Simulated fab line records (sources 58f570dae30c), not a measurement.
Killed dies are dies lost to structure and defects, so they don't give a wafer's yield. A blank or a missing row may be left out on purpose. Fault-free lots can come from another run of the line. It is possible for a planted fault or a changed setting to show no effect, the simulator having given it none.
Which tool was responsible? + flow berkeleyCmos170 + 13 lots with 39 wafers sampled at 3 steps, on a route of 331 steps

== WHAT EACH GAUGE READ, for each wafer ==
UCB170_NLDD_OVL_MEAS_07. Usual: NLDD_OVL gives 0 nm (standard deviation 5.9).
| lot  | measured     | on         | NLDD_OVL (nm) | flag |
|------|--------------|------------|---------------|------|
| L112 | day 7 23:35  | overlay-01 | 3 3 -3        |      |
| L113 | day 7 23:36  | overlay-02 | 7 9 8         |      |
| L111 | day 7 23:47  | overlay-01 | -5 1 2        |      |
| L114 | day 7 23:53  | overlay-01 | -3 4 4        |      |
| L115 | day 8 17:43  | overlay-02 | 6 9 0         |      |
| L117 | day 9 03:51  | overlay-02 | 13 9 5        |      |
| L120 | day 9 21:32  | overlay-01 | 0 5 2         |      |
| L121 | day 9 21:49  | overlay-01 | -1 0 -10      |      |
| L122 | day 10 10:31 | overlay-01 | -3 -3 -8      |      |
| L127 | day 11 15:16 | overlay-02 | 7 -2 6        |      |
| L132 | day 12 08:07 | overlay-02 | -1 0 2        |      |
| L130 | day 12 08:24 | overlay-02 | 10 6 11       |      |
| L133 | day 12 17:49 | overlay-01 | -4 11 5       |      |

UCB170_PSD_CD_MEAS_06 targets a cd of 1200 nm. Usual: cdNm 1199.7 nm, standard deviation 1.2.
| lot  | measured     | on       | cdNm (nm)            | flag |
|------|--------------|----------|----------------------|------|
| L112 | day 8 10:02  | cdSem-02 | 1198.7 1199.2 1199.3 |      |
| L113 | day 8 10:09  | cdSem-02 | 1201.0 1199.6 1200.5 |      |
| L111 | day 8 10:22  | cdSem-01 | 1200.4 1199.9 1199.8 |      |
| L114 | day 8 10:48  | cdSem-01 | 1198.2 1198.9 1197.9 |      |
| L115 | day 9 04:41  | cdSem-02 | 1199.3 1199.7 1199.3 |      |
| L117 | day 9 11:53  | cdSem-01 | 1197.0 1197.5 1199.4 |      |
| L120 | day 10 06:39 | cdSem-01 | 1199.9 1199.9 1199.3 |      |
| L121 | day 10 06:55 | cdSem-02 | 1199.4 1198.5 1199.9 |      |
| L122 | day 10 19:13 | cdSem-02 | 1200.5 1200.3 1199.4 |      |
| L127 | day 11 21:32 | cdSem-01 | 1201.2 1201.2 1201.3 |      |
| L132 | day 12 15:52 | cdSem-01 | 1199.5 1198.8 1198.6 |      |
| L130 | day 12 16:32 | cdSem-02 | 1199.8 1200.5 1200.2 |      |
| L133 | day 13 01:53 | cdSem-02 | 1200.7 1201.5 1201.8 |      |

UCB170_M2_RS_MEAS_02: uses a four-point probe to measure. Usual: M2_AL_RS gives 0.0321 ohm/sq (standard deviation 0.0004).
| lot  | measured     | on           | M2_AL_RS (ohm/sq)    | flag |
|------|--------------|--------------|----------------------|------|
| L112 | day 9 02:14  | filmMetro-03 | 0.0322 0.0319 0.0319 |      |
| L113 | day 9 01:05  | filmMetro-02 | 0.0321 0.0318 0.0314 |      |
| L111 | day 9 04:07  | filmMetro-02 | 0.0321 0.0319 0.0315 |      |
| L114 | day 9 03:43  | filmMetro-01 | 0.0326 0.0319 0.0324 |      |
| L115 | day 9 23:05  | filmMetro-03 | 0.0324 0.0328 0.0326 |      |
| L117 | day 10 02:54 | filmMetro-01 | 0.0322 0.0326 0.0320 |      |
| L120 | day 11 02:07 | filmMetro-02 | 0.0323 0.0319 0.0317 |      |
| L121 | day 11 01:19 | filmMetro-01 | 0.0326 0.0325 0.0316 |      |
| L122 | day 11 14:37 | filmMetro-01 | 0.0318 0.0312 0.0317 |      |
| L127 | day 12 13:38 | filmMetro-01 | 0.0322 0.0318 0.0316 |      |
| L132 | day 13 11:38 | filmMetro-02 | 0.0310 0.0316 0.0316 |      |
| L130 | day 13 12:58 | filmMetro-03 | 0.0324 0.0315 0.0321 |      |
| L133 | day 13 23:58 | filmMetro-02 | 0.0330 0.0328 0.0318 |      |

== WHAT TOOL EACH LOT RAN ON (gives the tool, then ch and the chambers of the sampled wafers, and finally the start) ==
Before these readings, the record contains no process step.

== WHAT THE TOOLS THEMSELVES READ (means of the sampled wafers that have a number; where no wafer has one, the mark that the record gives instead) ==
The record holds no such reading with a usual standard deviation.

== THE ANSWER, worked out from the rows above alone ==
Rule: a lot counts as off when the mean over its wafers that have a number is more than 3 standard deviations away from the usual mean. A lot without any number at a reading at which 4 lots or more have one is off too. All remaining lots with rows at the step are treated as sound. After the gauges, taken in route order, come the tools' own readings; for these a lot's mean is taken, as printed above. At the first step where some lot is off, the reading lying furthest off is the one used; lots without a number count as furthest.
Nothing can be told from this: no lot is off at any reading shown.

== WHAT THE SIMULATOR HAD INSERTED ==
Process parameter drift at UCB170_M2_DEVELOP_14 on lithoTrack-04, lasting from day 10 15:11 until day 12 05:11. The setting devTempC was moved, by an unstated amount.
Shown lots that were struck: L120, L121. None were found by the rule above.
